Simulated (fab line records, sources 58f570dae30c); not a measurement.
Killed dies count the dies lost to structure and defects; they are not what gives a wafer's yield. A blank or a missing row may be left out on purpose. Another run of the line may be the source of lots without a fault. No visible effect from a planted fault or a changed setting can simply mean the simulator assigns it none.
Split-lot experiment ; flow berkeley cmos170 ; 23 wafers read across 5 lots, on a route 331 steps long

THE SPLIT ITSELF
At UCB170_M3_SPUTTER_01 (material Al, target thk 900 nm, time 120 s), the setting time s was moved away from the recipe's 120 s on 5 of the 23 wafers read, by +5.8% to +6.4%. All remaining wafers had this setting at the recipe value.

THE PATH FROM SPLIT TO READING: the file shows 1 step between them
- UCB170_M3_RS_MEAS_02: measures by four-point-probe

THE READING
M3_AL_THK, in nm, at UCB170_M3_THK_MEAS_03 (measures by xrf). On this fab line, fault-free wafers typically give 906 nm with a standard deviation of 9.4 nm.

wafer;tool, chamber at the split;time s as run, s;against the recipe;M3_AL_THK, nm;against lot-mates on the recipe
L074.1;pvd sputter-02, -;127;+5.8%;966;+52
L074.2;pvd sputter-02, -;120;recipe;918;-
L074.4;pvd sputter-02, -;127;+5.8%;962;+48
L074.5;pvd sputter-02, -;120;recipe;913;-
L074.6;pvd sputter-02, -;120;recipe;911;-
L075.2;pvd sputter-01, -;120;recipe;889;-
L075.3;pvd sputter-01, -;120;recipe;907;-
L075.4;pvd sputter-01, -;120;recipe;894;-
L075.5;pvd sputter-01, -;120;recipe;895;-
L075.6;pvd sputter-01, -;120;recipe;909;-
L078.2;pvd sputter-02, -;127.7;+6.4%;976;+64
L078.3;pvd sputter-02, -;127.7;+6.4%;977;+66
L078.4;pvd sputter-02, -;120;recipe;917;-
L078.5;pvd sputter-02, -;120;recipe;906;-
L078.6;pvd sputter-02, -;127.7;+6.4%;971;+60
L079.1;pvd sputter-01, -;120;recipe;923;-
L079.2;pvd sputter-01, -;120;recipe;909;-
L079.3;pvd sputter-01, -;120;recipe;910;-
L084.1;pvd sputter-04, -;120;recipe;912;-
L084.3;pvd sputter-04, -;120;recipe;904;-
L084.4;pvd sputter-04, -;120;recipe;917;-
L084.5;pvd sputter-04, -;120;recipe;915;-
L084.6;pvd sputter-04, -;120;recipe;914;-

FIT RESULTS
A straight line over all 23 wafers: M3_AL_THK changes by +9.94 nm for each +1% of time s; r = +0.96; the points scatter about the line by 8.2 nm.
The same after taking each lot's own level away (the mean of its wafers on the recipe; 23 wafers): +9.4 nm for each +1%; r = +0.97; scatter 5.8 nm.
According to that fit, moving time s by its largest amount changes the reading by 60 nm.
The span of the lots' own levels, 898.8 to 914.0 nm, comes to 1.6 times the standard deviation stated above.
Hence the lot-to-lot level has little effect on the slope; both slopes agree.
Check: with one of the wafers moved furthest among these (+6.4%) left out of the fit, the line predicts +59.1 nm for it against its lot-mates. Against them it came out at +64.5 nm.

OTHER SPLITS APPLIED TO THESE WAFERS
Note: prior to the reading, these wafers also went through further splits. Each is held against what the fit with the lots' levels taken away leaves over:
other split on the same wafers;wafers away from the commonest value;r with M3_AL_THK (lot level and that fit taken away)
UCB170_M1_PEB_07 peb temp c;8;+0.07
UCB170_V1_COAT_07 resist thk nm;11;+0.39
UCB170_M2_COAT_10 resist thk nm;6;-0.04
UCB170_V2_CVD_00 time s;4;+0.13

THE WHOLE CHAIN: every reading that the file lists as answering this split, in the file's order
step;what it does;reading;change (the file's fit);r (the file's)
UCB170_M3_SPUTTER_01;material Al, target thk 900 nm, time 120 s;Al_of_M3_SPUTTER_01.thk nm (the simulator's own value, which no gauge read);+8.98 nm for each +1% of the setting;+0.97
UCB170_M3_RS_MEAS_02;measures by four-point-probe;M3_AL_RS;-0.000303 for each +1% of the setting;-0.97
UCB170_M3_THK_MEAS_03;measures by xrf;M3_AL_THK;+9.27 for each +1% of the setting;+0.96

FILE'S OWN FIT
M3_AL_THK changes by +9.27 nm for each +1% of time s, r = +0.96.
